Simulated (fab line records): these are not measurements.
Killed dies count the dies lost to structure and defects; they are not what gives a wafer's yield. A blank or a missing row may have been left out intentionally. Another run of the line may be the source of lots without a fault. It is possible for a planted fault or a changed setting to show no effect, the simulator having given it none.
Split-lot study -- flow rit-cmos -- route with 202 steps; 5 lots, 27 wafers read

## SPLIT DETAILS
At RIT_M1_SPUTTER_00 (material Al, target thk 400 nm, time 500 s), the setting time-s was moved away from the recipe's 500 s on 9 of the 27 wafers read, by -49.8% to +59.6%. All remaining wafers had this setting at the recipe value.

## FROM THE SPLIT TO THE READING: what the file shows between them, 5 steps
- RIT_M1_RS_MEAS_01: measures by four-point-probe
- RIT_M1_THK_MEAS_02: measures by xrf
- RIT_M1_HMDS_03: prime time 60 s
- RIT_M1_COAT_04: resist thk 1300 nm
- RIT_M1_HARDBAKE_11: time 120 s

## THE READING
oes-product-au, in a.u., at RIT_M1_METAL_ETCH_12 (etches Al in Cl2/BCl3, stops on SiO2, time 165 s, target depth 600 nm). A value of 0.781 a.u. with a standard deviation of 0.016 a.u. is what fault-free wafers of this fab line usually give.

wafer,"tool, chamber at the split","time-s as run, s",against the recipe,"oes-product-au, a.u.",against lot-mates on the recipe
L076.2,"pvd-sputter-01, -",500,recipe,0.759,-
L076.5,"pvd-sputter-01, -",500,recipe,0.788,-
L076.6,"pvd-sputter-01, -",500,recipe,0.769,-
L078.1,"pvd-sputter-01, -",298.5,-40.3%,0.619,-0.178
L078.2,"pvd-sputter-01, -",298.5,-40.3%,0.604,-0.193
L078.3,"pvd-sputter-01, -",298.5,-40.3%,0.600,-0.197
L078.4,"pvd-sputter-01, -",500,recipe,0.799,-
L078.5,"pvd-sputter-01, -",500,recipe,0.807,-
L078.6,"pvd-sputter-01, -",500,recipe,0.786,-
L079.1,"pvd-sputter-04, -",250.9,-49.8%,0.560,-0.217
L079.2,"pvd-sputter-04, -",500,recipe,0.776,-
L079.3,"pvd-sputter-04, -",500,recipe,0.769,-
L079.4,"pvd-sputter-04, -",250.9,-49.8%,0.562,-0.215
L079.5,"pvd-sputter-04, -",250.9,-49.8%,0.553,-0.224
L079.6,"pvd-sputter-04, -",500,recipe,0.785,-
L082.1,"pvd-sputter-01, -",798.2,+59.6%,0.992,+0.197
L082.2,"pvd-sputter-01, -",500,recipe,0.802,-
L082.3,"pvd-sputter-01, -",500,recipe,0.781,-
L082.4,"pvd-sputter-01, -",798.2,+59.6%,1.025,+0.230
L082.5,"pvd-sputter-01, -",500,recipe,0.802,-
L082.6,"pvd-sputter-01, -",798.2,+59.6%,0.981,+0.186
L084.1,"pvd-sputter-01, -",500,recipe,0.800,-
L084.2,"pvd-sputter-01, -",500,recipe,0.779,-
L084.3,"pvd-sputter-01, -",500,recipe,0.778,-
L084.4,"pvd-sputter-01, -",500,recipe,0.808,-
L084.5,"pvd-sputter-01, -",500,recipe,0.776,-
L084.6,"pvd-sputter-01, -",500,recipe,0.796,-

THE FIT
A straight line over all 27 wafers: oes-product-au changes by +0.00405 a.u. for each +1% of time-s; r = +0.99; the points scatter about the line by 0.018 a.u.
The same after taking each lot's own level away (the mean of its wafers on the recipe; 27 wafers): +0.00397 a.u. for each +1%; r = +0.99; scatter 0.018 a.u.
That fit puts the effect of the largest move of time-s on the reading at 0.24 a.u.
The span of the lots' own levels, 0.7720 to 0.7973 a.u., comes to 1.6 times the standard deviation stated above.
Hence the lot-to-lot level has little effect on the slope; both slopes agree.
Check: +0.236 a.u. against its lot-mates is what the line predicts for one of the wafers moved furthest among these (+59.6%) when that wafer is left out of the fit. Against them it came out at +0.197 a.u.

## OTHER SPLITS APPLIED TO THESE WAFERS
Note: prior to the reading, these wafers also went through further splits. Each is held against what the fit with the lots' levels taken away leaves over:
other split on the same wafers,wafers away from the commonest value,r with oes-product-au (lot level and that fit taken away)
RIT_ACTIVE_DEVELOP_10 develop-time-s,12,-0.12
RIT_GATE_DEVELOP_15 develop-time-s,6,-0.13

## THE WHOLE CHAIN: every reading that the file lists as answering this split, in the file's order
step,what it does,reading,change (the file's fit),r (the file's)
RIT_M1_SPUTTER_00,"material Al, target thk 400 nm, time 500 s","Al_of_M1_SPUTTER_00.thk-nm (the simulator's own value, which no gauge read)",+4 nm for each +1% of the setting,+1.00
RIT_M1_RS_MEAS_01,measures by four-point-probe,M1_AL_RS,"not straight: 0.1516 at the lowest setting, 0.0730 at the recipe, 0.0451 at the highest",not given
RIT_M1_THK_MEAS_02,measures by xrf,M1_AL_THK,+3.99 for each +1% of the setting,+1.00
RIT_M1_METAL_ETCH_12,"etches Al in Cl2/BCl3, stops on SiO2, time 165 s, target depth 600 nm",oes-product-au,+0.00401 a.u. for each +1% of the setting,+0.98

## THE FILE'S OWN FIT
oes-product-au changes by +0.00401 a.u. for each +1% of time-s, r = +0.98.
